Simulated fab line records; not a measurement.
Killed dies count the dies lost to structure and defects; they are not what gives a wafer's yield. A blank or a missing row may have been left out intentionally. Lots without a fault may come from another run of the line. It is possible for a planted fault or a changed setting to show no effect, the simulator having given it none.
Which tool did it? ; flow berkeley-cmos170 ; 13 lots with 39 wafers sampled at 5 steps, on a route of 331 steps

## WHAT THE GAUGES SHOWED, per wafer
UCB170_PWELL_THK_MEAS_06.
lot;measured;on;PWELL_NITRIDE_THK (nm)
L317;day 3 01:22;film-metro-04;221.9 220.7 221.6
L319;day 3 07:31;film-metro-01;222.2 222.2 220.3
L318;day 3 07:32;film-metro-04;222.7 222.5 221.8
L320;day 3 20:32;film-metro-01;220.3 221.0 220.7
L321;day 3 20:33;film-metro-03;221.2 220.1 219.8
L322;day 3 23:50;film-metro-01;216.7 216.3 216.0
L323;day 4 12:49;film-metro-03;216.0 217.3 218.5
L325;day 4 17:00;film-metro-04;220.2 219.9 218.9
L324;day 4 17:02;film-metro-01;223.1 222.1 222.8
L333;day 6 11:46;film-metro-03;221.0 222.4 222.6
L335;day 6 15:31;film-metro-03;219.9 218.6 220.5
L336;day 7 01:15;film-metro-03;218.3 218.3 218.5
L338;day 7 13:57;film-metro-01;217.3 219.7 218.9

UCB170_M1_OVL_MEAS_10.
lot;measured;on;M1_OVL (nm)
L317;day 7 02:20;overlay-02;-3 1 0
L319;day 7 01:43;overlay-01;7 5 3
L318;day 7 02:13;overlay-01;3 2 0
L320;day 8 04:17;overlay-02;-8 -10 -4
L321;day 8 04:40;overlay-02;189 189 194
L322;day 8 05:14;overlay-02;200 195 188
L323;day 8 04:55;overlay-01;-1 -1 0
L325;day 9 00:42;overlay-02;196 197 196
L324;day 9 00:58;overlay-02;7 6 10
L333;day 10 21:29;overlay-01;-2 1 4
L335;day 10 19:49;overlay-02;-4 -6 -2
L336;day 11 13:18;overlay-01;6 5 5
L338;day 11 11:17;overlay-01;4 2 3

UCB170_M3_RS_MEAS_02: a four-point-probe measurement.
lot;measured;on;M3_AL_RS (ohm/sq)
L317;day 7 17:21;film-metro-02;0.0331 0.0329 0.0329
L319;day 7 16:44;film-metro-01;0.0327 0.0325 0.0326
L318;day 7 17:09;film-metro-03;0.0323 0.0320 0.0322
L320;day 8 17:16;film-metro-02;0.0315 0.0320 0.0319
L321;day 8 17:52;film-metro-01;0.0324 0.0322 0.0321
L322;day 8 18:08;film-metro-03;0.0324 0.0320 0.0321
L323;day 8 17:34;film-metro-03;0.0327 0.0328 0.0328
L325;day 9 12:18;film-metro-03;0.0324 0.0325 0.0328
L324;day 9 12:51;film-metro-01;0.0324 0.0321 0.0319
L333;day 11 16:37;film-metro-03;0.0322 0.0325 0.0322
L335;day 11 12:46;film-metro-02;0.0319 0.0318 0.0319
L336;day 12 06:13;film-metro-01;0.0320 0.0319 0.0321
L338;day 12 01:56;film-metro-03;0.0323 0.0318 0.0320

## WHICH TOOL RAN EACH LOT (tool, then ch and the chambers of the sampled wafers, then the start)
lot;UCB170_PWELL_STRIP_16;UCB170_M1_EXPOSE_06
L317;plasma-asher-04 ch 0,1, day 3 02:53;krf-scanner-01 ch 0, day 7 01:50
L319;plasma-asher-01 ch 0,1, day 3 09:15;krf-scanner-01 ch 0, day 7 00:57
L318;plasma-asher-02 ch 0,1, day 3 08:51;krf-scanner-02 ch 0, day 7 01:25
L320;plasma-asher-02 ch 0,1, day 3 21:53;krf-scanner-01 ch 0, day 8 03:45
L321;plasma-asher-01 ch 0,1, day 3 22:10;krf-scanner-01 ch 0, day 8 04:11
L322;plasma-asher-01 ch 0,1, day 4 01:09;krf-scanner-01 ch 0, day 8 04:43
L323;plasma-asher-04 ch 0,1, day 4 14:41;krf-scanner-02 ch 0, day 8 04:24
L325;plasma-asher-04 ch 0,1, day 4 18:11;krf-scanner-01 ch 0, day 8 23:34
L324;plasma-asher-01 ch 0,1, day 4 18:29;krf-scanner-02 ch 0, day 9 00:11
L333;plasma-asher-02 ch 0,1, day 6 12:58;krf-scanner-02 ch 0, day 10 20:59
L335;plasma-asher-04 ch 0,1, day 6 17:25;krf-scanner-02 ch 0, day 10 18:47
L336;plasma-asher-02 ch 0,1, day 7 02:47;krf-scanner-02 ch 0, day 11 12:34
L338;plasma-asher-01 ch 1, day 7 15:37;krf-scanner-02 ch 0, day 11 10:44
- UCB170_PWELL_STRIP_16: strips in O2.
- UCB170_M1_EXPOSE_06: exposes mask METAL1, target cd 700 nm.

## WHAT THE TOOLS THEMSELVES READ (means of the sampled wafers that have a number; where no wafer has one, the mark that the record gives instead)
UCB170_PWELL_STRIP_16.
lot;tool;drypump-motor-current-A (A);oes-product-au (a.u.);strip-time-to-endpoint-s (s)
L317;plasma-asher-04;6.1;0.721;18.07
L319;plasma-asher-01;6.3;0.721;18.16
L318;plasma-asher-02;6.1;0.718;18.12
L320;plasma-asher-02;6.1;0.718;18.08
L321;plasma-asher-01;6.3;0.722;18.23
L322;plasma-asher-01;6.3;0.717;18.16
L323;plasma-asher-04;6.1;0.719;18.07
L325;plasma-asher-04;5.8;0.724;18.24
L324;plasma-asher-01;6.3;0.721;18.07
L333;plasma-asher-02;6.1;0.719;18.12
L335;plasma-asher-04;6.1;0.720;18.15
L336;plasma-asher-02;6.1;0.719;17.98
L338;plasma-asher-01;6.8;0.719;18.20

## THE ANSWER, worked out from the rows above alone
Rule: the usual values come from the lots themselves. Put in order of their means at a reading, lots are off if they are a third of the lots or fewer, leave a main group of 4 or more, and stand apart from it by a gap of 3 or more times the standard deviation of the main group's means; of several such gaps the widest counts. If all means in a main group match to the digits the tables above print for the reading, that group is not used. Also off: a lot with no number at a reading for which 4 or more lots have one. Any other lot the step has rows for is counted as sound. The gauges are gone through in route order, then the tools' own readings, and for those a lot's mean is taken as printed above. At the first step where some lot is off, the reading lying furthest off is the one used; lots without a number count as furthest.
Off: L321, L322, L325, at UCB170_M1_OVL_MEAS_10 (M1_OVL). The main group: mean 1 nm, standard deviation 4.3.
If a tool, at a process step before that reading, ran all the lots that are off and no sound lot after the first of them, it fits. Gauges at UCB170_M1_OVL_MEAS_10: tried the same way as those tools. One fits: UCB170_M1_EXPOSE_06 on krf-scanner-01. Its last sound lot is L320 (day 8 03:45), its first lot that is off L321 (day 8 04:11): a fault that began between those two fits.

## WHAT THE SIMULATOR PUT IN
Scanner matching overlay: krf-scanner-01, from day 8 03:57 on, at UCB170_M1_EXPOSE_06. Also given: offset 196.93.
Shown lots that were struck: L321, L322, L325. This agrees with what the rule above found.
